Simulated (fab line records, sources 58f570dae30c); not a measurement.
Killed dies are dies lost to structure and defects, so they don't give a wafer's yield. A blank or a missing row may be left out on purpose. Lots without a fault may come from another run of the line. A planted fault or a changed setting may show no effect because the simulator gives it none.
Split-lot experiment | flow berkeley_cmos170 | 5 lots, 23 wafers read, on a route of 331 steps

THE SPLIT
At UCB170_NLDD_PEB_04, the setting peb_temp_c was moved away from the recipe's 130 C on 6 of the 23 wafers read, by -1.4% to +2.8%. The other wafers ran this setting at the recipe's value.

FROM THE SPLIT TO THE READING: what the file shows between them, 1 step
- UCB170_NLDD_DEVELOP_05: develop time 45 s

THE READING
cd_nm, in nm, at UCB170_NLDD_CD_MEAS_06 (target cd 1200 nm). Fault-free wafers of this fab line usually give 1200.3 nm, standard deviation 1.6 nm.

wafer  | tool, chamber at the split | peb_temp_c as run, C | against the recipe | cd_nm, nm | against lot-mates on the recipe
L077.1 | litho_track-04, 0          | 130                  | recipe             | 1202.2    | -
L077.2 | litho_track-04, 0          | 130                  | recipe             | 1202.0    | -
L077.3 | litho_track-04, 0          | 130                  | recipe             | 1202.5    | -
L077.4 | litho_track-04, 0          | 130                  | recipe             | 1201.4    | -
L077.6 | litho_track-04, 0          | 130                  | recipe             | 1202.1    | -
L079.1 | litho_track-02, 0          | 133.7                | +2.8%              | 1221.1    | +21.5
L079.2 | litho_track-02, 0          | 130                  | recipe             | 1199.6    | -
L079.3 | litho_track-02, 0          | 133.7                | +2.8%              | 1221.2    | +21.6
L079.5 | litho_track-02, 0          | 130                  | recipe             | 1200.0    | -
L079.6 | litho_track-02, 0          | 130                  | recipe             | 1199.1    | -
L082.2 | litho_track-04, 0          | 130                  | recipe             | 1203.2    | -
L082.3 | litho_track-04, 0          | 130                  | recipe             | 1203.4    | -
L082.5 | litho_track-04, 0          | 130                  | recipe             | 1202.5    | -
L084.1 | litho_track-01, 0          | 130                  | recipe             | 1201.5    | -
L084.3 | litho_track-01, 0          | 132.9                | +2.2%              | 1217.8    | +16.2
L084.4 | litho_track-01, 0          | 130                  | recipe             | 1201.8    | -
L084.5 | litho_track-01, 0          | 130                  | recipe             | 1201.6    | -
L084.6 | litho_track-01, 0          | 132.9                | +2.2%              | 1217.1    | +15.5
L085.2 | litho_track-04, 0          | 128.2                | -1.4%              | 1187.5    | -12.8
L085.3 | litho_track-04, 0          | 130                  | recipe             | 1200.9    | -
L085.4 | litho_track-04, 0          | 130                  | recipe             | 1199.5    | -
L085.5 | litho_track-04, 0          | 128.2                | -1.4%              | 1187.4    | -12.9
L085.6 | litho_track-04, 0          | 130                  | recipe             | 1200.6    | -

THE FIT
A straight line over all 23 wafers: cd_nm changes by +7.55 nm for each +1% of peb_temp_c; r = +0.98; the points scatter about the line by 1.6 nm.
The same after taking each lot's own level away (the mean of its wafers on the recipe; 23 wafers): +7.73 nm for each +1%; r = +1.00; scatter 0.82 nm.
On that fit, the largest move of peb_temp_c shifts the reading by 22 nm.
The lots' own levels span 1199.57 to 1203.03 nm, that is 2.2 times the standard deviation above.
So the lot-to-lot level changes the slope little: the two slopes agree.
Check: with one of the wafers moved furthest among these (+2.8%) left out of the fit, the line predicts +21.7 nm for it against its lot-mates. It came out at +21.5 nm against them.

OTHER SPLITS ON THESE WAFERS
These wafers also went through other splits before the reading. Each is held against what the fit with the lots' levels taken away leaves over:
other split on the same wafers      | wafers away from the commonest value | r with cd_nm (lot level and that fit taken away)
UCB170_NWELL_IMPLANT_14 dose_cm2    | 7                                    | +0.00
UCB170_PWELL_IMPLANT_15 energy_kev  | 10                                   | -0.19
UCB170_ACTIVE_COAT_08 resist_thk_nm | 8                                    | +0.00
UCB170_PLDD_IMPLANT_08 dose_cm2     | 8                                    | +0.19

THE FILE'S OWN FIT
cd_nm changes by +7.64 nm for each +1% of peb_temp_c, r = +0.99.
